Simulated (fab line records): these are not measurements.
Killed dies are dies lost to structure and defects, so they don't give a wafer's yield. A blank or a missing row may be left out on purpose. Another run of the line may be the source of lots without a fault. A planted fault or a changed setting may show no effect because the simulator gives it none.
Which tool did it? | flow rit cmos | 39 wafers from 13 lots sampled at 3 of the route's 202 steps

WHAT THE GAUGES READ, wafer by wafer
RIT_SILICIDE_RS_MEAS_02: measures by four-point-probe.
lot  | measured    | on            | SILICIDE_TI_RS (ohm/sq)
L695 | day 3 10:23 | film metro-02 | 46.0 44.7 46.1
L696 | day 3 13:53 | film metro-04 | 47.0 45.9 46.3
L697 | day 3 17:40 | film metro-01 | 46.0 46.3 46.2
L700 | day 4 15:46 | film metro-02 | 46.1 41.6 46.0
L701 | day 4 19:34 | film metro-01 | 46.7 46.7 46.8
L708 | day 6 07:12 | film metro-01 | 46.1 46.4 45.3
L709 | day 6 07:43 | film metro-02 | 46.9 46.8 46.9
L713 | day 7 03:41 | film metro-02 | 46.7 46.9 47.4
L712 | day 7 04:25 | film metro-02 | 44.9 46.5 45.2
L714 | day 7 11:34 | film metro-02 | 46.5 46.3 46.4
L715 | day 7 23:07 | film metro-01 | 45.8 46.9 46.8
L717 | day 8 01:49 | film metro-02 | 45.7 45.7 44.9
L716 | day 8 02:03 | film metro-01 | 44.8 45.4 45.5

RIT_SILICIDE_THK_MEAS_03: measures by xrf.
lot  | measured    | on            | SILICIDE_TI_THK (nm)
L695 | day 3 10:29 | film metro-02 | 30.9 31.6 30.8
L696 | day 3 14:00 | film metro-04 | 30.1 30.7 30.4
L697 | day 3 17:46 | film metro-01 | 30.6 30.4 30.4
L700 | day 4 15:52 | film metro-02 | 31.0 33.6 31.0
L701 | day 4 19:41 | film metro-01 | 30.2 30.2 30.0
L708 | day 6 07:17 | film metro-01 | 30.4 30.4 30.9
L709 | day 6 07:50 | film metro-02 | 30.3 30.4 30.5
L713 | day 7 03:47 | film metro-02 | 30.7 30.6 30.2
L712 | day 7 04:31 | film metro-02 | 31.4 30.7 31.4
L714 | day 7 11:40 | film metro-02 | 30.6 30.7 30.8
L715 | day 7 23:14 | film metro-01 | 30.7 30.2 30.3
L717 | day 8 01:56 | film metro-02 | 31.0 31.3 31.6
L716 | day 8 02:10 | film metro-01 | 31.2 30.8 30.8

WHAT TOOL EACH LOT RAN ON (gives the tool, then ch and the chambers of the sampled wafers, and finally the start)
lot  | RIT_SILICIDE_SPUTTER_01
L695 | pvd sputter-04, day 3 10:12
L696 | pvd sputter-04, day 3 13:44
L697 | pvd sputter-02, day 3 17:29
L700 | pvd sputter-04, day 4 15:35
L701 | pvd sputter-02, day 4 19:25
L708 | pvd sputter-01, day 6 06:59
L709 | pvd sputter-02, day 6 07:34
L713 | pvd sputter-02, day 7 03:31
L712 | pvd sputter-04, day 7 04:13
L714 | pvd sputter-02, day 7 11:23
L715 | pvd sputter-01, day 7 22:58
L717 | pvd sputter-04, day 8 01:40
L716 | pvd sputter-01, day 8 01:53
- RIT_SILICIDE_SPUTTER_01: material Ti, target thk 30 nm, time 240 s.

AS READ BY THE TOOLS THEMSELVES (means over the sampled wafers that have a number; for cases with no such wafer, the mark the record gives instead)
RIT_SILICIDE_SPUTTER_01.
lot  | tool           | cathode dc power W (W) | throttle valve pct (%)
L695 | pvd sputter-04 | 361.51                 | 29.3
L696 | pvd sputter-04 | 361.45                 | 27.9
L697 | pvd sputter-02 | 361.45                 | 30.0
L700 | pvd sputter-04 | 361.49                 | 28.5
L701 | pvd sputter-02 | 361.52                 | 29.5
L708 | pvd sputter-01 | 361.52                 | 29.9
L709 | pvd sputter-02 | 361.42                 | 29.5
L713 | pvd sputter-02 | 361.51                 | 30.1
L712 | pvd sputter-04 | 361.46                 | 30.7
L714 | pvd sputter-02 | 361.41                 | 29.6
L715 | pvd sputter-01 | 361.49                 | 29.0
L717 | pvd sputter-04 | 361.51                 | 29.1
L716 | pvd sputter-01 | 361.54                 | 30.5

THE ANSWER, worked out from the rows above alone
Rule: the usual values come from the lots themselves. The widest of any qualifying gaps counts: lots, ordered by their means at a reading, are off when they make up no more than a third of the lots, leave a main group of 4 or more, and stand apart from it by 3 or more times the standard deviation of that group's means. A main group whose means are all the same, to the digits that the tables above print for the reading, isn't used. A lot without any number at a reading at which 4 lots or more have one is off too. Where the step has rows for the other lots, those lots are counted as sound. The gauges are gone through in route order, then the tools' own readings, and for those a lot's mean is taken as printed above. At the first step where some lot is off, the reading lying furthest off is the one used; lots without a number count as furthest.
Nothing can be told from this: no lot is off at any reading shown.

WHAT WAS PUT IN BY THE SIMULATOR
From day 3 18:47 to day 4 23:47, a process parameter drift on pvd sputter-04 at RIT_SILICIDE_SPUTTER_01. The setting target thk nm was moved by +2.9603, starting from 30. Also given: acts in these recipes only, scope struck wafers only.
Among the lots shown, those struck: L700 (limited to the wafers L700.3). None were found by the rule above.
